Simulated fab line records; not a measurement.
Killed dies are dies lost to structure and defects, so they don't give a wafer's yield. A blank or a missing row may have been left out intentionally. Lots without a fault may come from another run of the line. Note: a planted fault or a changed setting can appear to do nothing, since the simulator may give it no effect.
Problem report, 8D (eight disciplines) form, completed by code || flow rit_cmos || the parts of the form that need people (team, actions taken, sign-off) are left out

## 1. WHAT IS WRONG
Across 6 wafers from 2 lots, PWELL_TW at RIT_PWELL_TW_MEAS_10 averages 858, while fault-free wafers read 956 with a standard deviation of 6.9. That puts it -14 standard deviations away from the usual mean.
Earliest sighting: wafer L943.2 on film_metro-02 at day 4 16:55. Wafers with a number at this step in the record: 42, from 14 lots. By rule, "out" or "out of limits" means more than 4 standard deviations away from the usual mean. The other wafers with a number count as sound.

## 2. WHAT IT IS, WHAT IT ISN'T
{"question": "which readings at this step", "is": "PWELL_TW", "is not": "-"}
{"question": "which lots", "is": "L943, L947", "is not": "L930, L931, L932, L933, L934, L935, L937, L938, L939, L942, L944, L946"}
{"question": "which wafers of those lots", "is": "all that have a number", "is not": "-"}
{"question": "read on which gauges", "is": "film_metro-02", "is not": "film_metro-01, film_metro-04"}
{"question": "when", "is": "from day 4 16:55", "is not": "up to then (30 sound wafers); but 6 sound wafers of L944, L946 came after"}

## 3. WHAT RULES OUT EACH SUSPECT
Counting: a tool stays on the suspect list if, at a process step up to the reading, it processed all lots that are out and no sound lot following the first of them.
- the gauge at RIT_PWELL_TW_MEAS_10: ruled out. All the wafers that are out were read on film_metro-02, but those of them that RIT_PWELL_IMPLANT_08 has rows for are out there too, on other tools.
- implanter-04 at RIT_PWELL_IMPLANT_08: kept. Every lot that is out went through it, starting with L943 (day 4 16:37), and after that it ran no sound lot; the last sound lot it ran before then is L942 (day 4 11:35). Out on those wafers are its own readings of dose_ions_cm2, faraday_current_uA.
The count leaves implanter-04 at RIT_PWELL_IMPLANT_08.

## 4. THE CAUSE (what the simulator had put in)
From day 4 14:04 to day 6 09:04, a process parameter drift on implanter-04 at RIT_PWELL_IMPLANT_08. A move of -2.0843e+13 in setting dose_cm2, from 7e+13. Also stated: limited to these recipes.
Only this tool survived the counting.

## 5. THE CHAIN OF EFFECTS, in route order
Each row: a reading where the mean over the struck wafers with a number is more than 3 standard deviations away from the usual. Only readings whose record carries a usual standard deviation are examined. hours: median over the lots of the time between each lot's start at the first step of this table that gives one and its start at this step. sigmas: the change, counted in usual standard deviations.
{"hours": 0, "step": "RIT_PWELL_IMPLANT_08", "reading": "dose_ions_cm2", "usual": 7e+13, "on struck wafers": 5e+13, "change": -2e+13, "sigmas": "-99 or more"}
{"hours": 0, "step": "RIT_PWELL_IMPLANT_08", "reading": "faraday_current_uA", "usual": 222, "on struck wafers": 157, "change": -65, "sigmas": -16}
{"hours": 0, "step": "RIT_PWELL_TW_MEAS_10", "reading": "PWELL_TW", "usual": 956, "on struck wafers": 858, "change": -98, "sigmas": -14}
{"hours": 6, "step": "RIT_WELLDRIVE_RS_MEAS_02", "reading": "PWELL_RS", "usual": "429.7 ohm/sq", "on struck wafers": 538.1, "change": "+108.4", "sigmas": "+99"}
Its process steps:
- RIT_PWELL_IMPLANT_08

## 6. HOW IT WOULD HAVE BEEN CAUGHT EARLIER
3 hours passed between the start of the fault at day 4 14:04 and the first reading out of limits at a measuring or inspecting step in this record, taken at day 4 16:55.
Tool's own readings at RIT_PWELL_IMPLANT_08, dose_ions_cm2, faraday_current_uA: out on all struck wafers the step has rows for; an alarm limit on them would have tripped on the first.
Among the 2 lots that are out, L947 began RIT_PWELL_IMPLANT_08 on implanter-04 after day 4 16:55. Had the tool been put on hold then, it would have been spared.
